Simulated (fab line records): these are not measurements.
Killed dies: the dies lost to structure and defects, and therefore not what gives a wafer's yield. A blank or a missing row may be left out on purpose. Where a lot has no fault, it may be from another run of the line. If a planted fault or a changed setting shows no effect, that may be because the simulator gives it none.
A struck lot beside a sound one | flow rit-cmos | 15 steps out of a route of 202
Sound: wafers L970.1, L970.4, L970.6. Wafers struck: L983.3, L983.5, L983.6. The cause is named last.
Each step with rows lists, per side, the tool, then ch with its chambers, then its first start. Under that, the readings that differ: sound wafers | struck wafers | difference of the means | sigmas: that difference in standard deviations of wafers without a fault.
alike: a reading whose means differ by less than 2 such deviations, as well as words and numbers matching on both sides. not compared: withheld readings; readings where some wafer has no value; bounds like >300 that might hide an equal value; numbers whose values overlap and for which the record gives no deviation.
The two part at a step that has a row with sigmas, a row that says differs or no value, or rows on one side only. Numbers that don't overlap but have no deviation are shown without sigmas and don't part them. A reading that every wafer of one side lacks parts them only if that side has two wafers or more.

RIT_GATE_THK_MEAS_07:
  sound: film-metro-04 at day 3 09:26; struck: film-metro-02 at day 5 18:44
  reading             | sound          | struck         | difference | sigmas
  GATE_OXIDE_THK (nm) | 3.18 3.14 3.11 | 2.97 3.03 3.01 | -0.14      | -2
then, 1 step without rows for these wafers: RIT_GATE_CVD_08 (deposits poly-Si from SiH4, target thk 250 nm, time 2220 s).
RIT_GATE_THK_MEAS_09:
  sound: film-metro-02 at day 3 11:55; struck: film-metro-03 at day 5 20:25
  alike: GATE_POLY_THK
then, 6 steps without rows for these wafers: RIT_GATE_HMDS_10 (prime time 60 s); RIT_GATE_COAT_11 (resist thk 850 nm); RIT_GATE_SOFTBAKE_12 (time 60 s); RIT_GATE_EXPOSE_13 (exposes mask M6, target cd 150 nm); RIT_GATE_PEB_14; RIT_GATE_DEVELOP_15 (develop time 50 s).
RIT_GATE_CD_MEAS_16: the cd target is 150 nm.
  sound: cd-sem-01 at day 3 12:53; struck: cd-sem-02 at day 5 21:28
  alike: cd-nm
RIT_GATE_OVL_MEAS_17:
  sound: overlay-01 at day 3 13:00; struck: overlay-02 at day 5 21:34
  alike: GATE_OVL
then, 1 step without rows for these wafers: RIT_GATE_HARDBAKE_18 (time 60 s).
RIT_GATE_ETCH_19: etches poly-Si in SF6/CHF3/O2, stops on SiO2, time 165 s, target depth 312.5 nm.
  sound on rie-si-02 ch 1,2, day 3 13:11; struck on rie-si-01 ch 0,2, day 5 21:49
  reading                                   | sound             | struck            | difference | sigmas
  rf-fwd-power-W (W)                        | 159.7 159.1 158.9 | 186.0 185.5 185.9 | +26.6      | +54
  model.NOVOLAK_of_GATE_COAT_11.thk-nm (nm) | 664.6 666.9 665.9 | 661.9 657.8 660.7 | -5.7       |
  alike: drypump-motor-current-A, oes-product-au, throttle-valve-pct
  not compared: rf-hours-counter-h
RIT_GATE_STRIP_20: strips in O2, time 180 s.
  sound on plasma-asher-04 ch 0,1, day 3 13:18; struck on plasma-asher-03 ch 0,1, day 5 21:58
  alike: drypump-motor-current-A
  not compared: rf-hours-counter-h
RIT_M1_PROBE_99:
  sound: prober-01 at day 4 10:20; struck: prober-01 at day 6 19:32
  reading                                 | sound                       | struck                     | difference | sigmas
  model.etest.pmos_0p15.vt-sat-v (V)      | -0.3263 -0.3294 -0.3426     | -0.3109 -0.2937 -0.3112    | +0.0275    |
  model.etest.antenna-poly.vt-shift-v (V) | -0.004674 -0.00785 -0.00914 | -0.01494 -0.01127 -0.01472 | -0.00642   |
  alike: killed-at-contacts, killed-at-front-end, killed-dies, killed-on-rim, killed-open, killed-short
  not compared: model.etest.nwell-pinched.rs-ohm-sq, model.etest.pmos_0p15.swing-mv-dec

WHERE THEY PART
Earliest at RIT_GATE_THK_MEAS_07; latest, in this record, at RIT_GATE_ETCH_19. Later steps at which nothing parts them and some readings are alike: RIT_GATE_STRIP_20, RIT_M1_PROBE_99.

WHY: the cause the simulator had injected
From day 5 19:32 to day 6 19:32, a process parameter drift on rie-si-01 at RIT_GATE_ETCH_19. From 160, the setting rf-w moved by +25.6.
